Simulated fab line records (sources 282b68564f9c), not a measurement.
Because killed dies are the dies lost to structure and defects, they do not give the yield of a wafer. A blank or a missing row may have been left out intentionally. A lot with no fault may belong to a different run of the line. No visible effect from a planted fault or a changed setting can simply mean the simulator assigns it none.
Comparing a struck lot with a sound one :: flow rit cmos :: 34 out of 202 route steps
Sound: these wafers, L107.2, L107.4, L107.5. The struck wafers were L114.2, L114.3, L114.5. The cause comes at the end.
At each step with rows: each side's tool, then ch and its chambers, then its first start. Under that, the readings that differ: sound wafers :: struck wafers :: difference of the means :: sigmas: that difference in standard deviations of wafers without a fault.
alike: readings whose means differ by less than 2 such deviations, and words and numbers that are the same on both sides. not compared: withheld readings, readings that some wafer has no value for, bounds like >300 that may hide the same value, and numbers for which the record gives no deviation and whose values overlap.
The two part at a step that has a row with sigmas, a row that says differs or no value, or rows on one side only. Numbers that have no deviation but don't overlap get no sigmas and don't part them. A reading missing from all wafers of one side parts the sides only when that side holds two or more wafers.

RIT_PLDD_OVL_MEAS_06:
  sound: overlay-02 at day 4 10:16; struck: overlay-02 at day 5 21:26
  alike: PLDD_OVL
then, 2 steps without rows for these wafers: RIT_PLDD_HARDBAKE_07 (time 60 s); RIT_PLDD_IMPLANT_08.
RIT_PLDD_STRIP_09: strips in O2, time 180 s.
  sound on plasma asher-01 ch 0,1, day 4 10:44; struck on plasma asher-02 ch 0,1, day 5 21:46
reading: drypump motor current A (A)
sound: 5.76 6.16 6.16
struck: 5.53 5.64 5.56
difference: -0.45
sigmas: -2
  not compared: rf hours counter h
RIT_PLDD_TW_MEAS_10:
  sound: film metro-03 at day 4 10:56; struck: film metro-04 at day 5 21:56
  alike: PLDD_TW
then, 4 steps without rows for these wafers: RIT_SPACER_CLEAN_00 (cleans in SC1, time 600 s); RIT_SPACER_CLEAN_01 (cleans in dHF, time 30 s); RIT_SPACER_CLEAN_02 (cleans in SC2, time 600 s); RIT_SPACER_CVD_03 (deposits Si3N4 from SiH2Cl2/NH3, target thk 250 nm, time 3300 s).
RIT_SPACER_THK_MEAS_04:
  sound: film metro-04 at day 4 13:16; struck: film metro-01 at day 6 00:17
  alike: SPACER_NITRIDE_THK
RIT_SPACER_ETCHBACK_05: etches Si3N4 in SF6/CHF3, stops on SiO2, target depth 250 nm, time 230.9 s.
  sound on rie diel-01 ch 1,2,3, day 4 13:19; struck on rie diel-02 ch 0,1, day 6 00:20
reading: drypump motor current A (A)
sound: 5.7 5.6 6.6
struck: 4.9 5.3 4.9
difference: -0.9
sigmas: -2
  alike: oes product au, rf fwd power W, throttle valve pct
  not compared: rf hours counter h
then, 1 step without rows for these wafers: RIT_NSD_HMDS_00 (prime time 60 s).
RIT_NSD_COAT_01: resist thk 1000 nm.
  sound on litho track-03 ch 0, day 4 13:47; struck on litho track-03, day 6 00:40
  no value came back on the struck wafers for chill plate temp C (C), dispense pressure kPa (kPa); on the sound wafers chill plate temp C (C) reads 23.13 23.10 23.10
then, 4 steps without rows for these wafers: RIT_NSD_SOFTBAKE_02 (time 60 s); RIT_NSD_EXPOSE_03 (exposes mask M9, target cd 40700 nm); RIT_NSD_PEB_04; RIT_NSD_DEVELOP_05 (develop time 50 s).
RIT_NSD_OVL_MEAS_06:
  sound: overlay-01 at day 4 14:36; struck: overlay-02 at day 6 01:31
reading: NSD_OVL (nm)
sound: -2.9 -3.8 -4.0
struck: - - -
difference: no value on the struck wafers
sigmas: 
then, 2 steps without rows for these wafers: RIT_NSD_HARDBAKE_07 (time 60 s); RIT_NSD_IMPLANT_08.
RIT_NSD_STRIP_09: strips in O2, time 180 s.
  sound on plasma asher-04 ch 0,1, day 4 14:56; struck on plasma asher-04 ch 0,1, day 6 01:50
  alike: drypump motor current A
  not compared: rf hours counter h
RIT_NSD_TW_MEAS_10:
  sound: film metro-02 at day 4 15:07; struck: film metro-03 at day 6 02:02
  alike: NSD_TW
then, 6 steps without rows for these wafers: RIT_PSD_HMDS_00 (prime time 60 s); RIT_PSD_COAT_01 (resist thk 1000 nm); RIT_PSD_SOFTBAKE_02 (time 60 s); RIT_PSD_EXPOSE_03 (exposes mask M10, target cd 40900 nm); RIT_PSD_PEB_04; RIT_PSD_DEVELOP_05 (develop time 50 s).
RIT_PSD_OVL_MEAS_06:
  sound: overlay-01 at day 4 16:01; struck: overlay-01 at day 6 03:04
  alike: PSD_OVL
then, 2 steps without rows for these wafers: RIT_PSD_HARDBAKE_07 (time 60 s); RIT_PSD_IMPLANT_08.
RIT_PSD_STRIP_09: strips in O2, time 180 s.
  sound on plasma asher-01 ch 0,1, day 4 16:21; struck on plasma asher-02 ch 0,1, day 6 03:23
  alike: drypump motor current A
  not compared: rf hours counter h
RIT_PSD_TW_MEAS_10:
  sound: film metro-03 at day 4 16:32; struck: film metro-04 at day 6 03:34
reading: PSD_TW
sound: 3426 3403 3417
struck: 3549 3586 3592
difference: +160
sigmas: +8
then, 1 step without rows for these wafers: RIT_SDANNEAL_CLEAN_00 (cleans in SC1, time 600 s).

WHERE THEY PART
Last at RIT_PSD_TW_MEAS_10 as far as this record goes, first at RIT_PLDD_STRIP_09.

WHY: what had been put in by the simulator
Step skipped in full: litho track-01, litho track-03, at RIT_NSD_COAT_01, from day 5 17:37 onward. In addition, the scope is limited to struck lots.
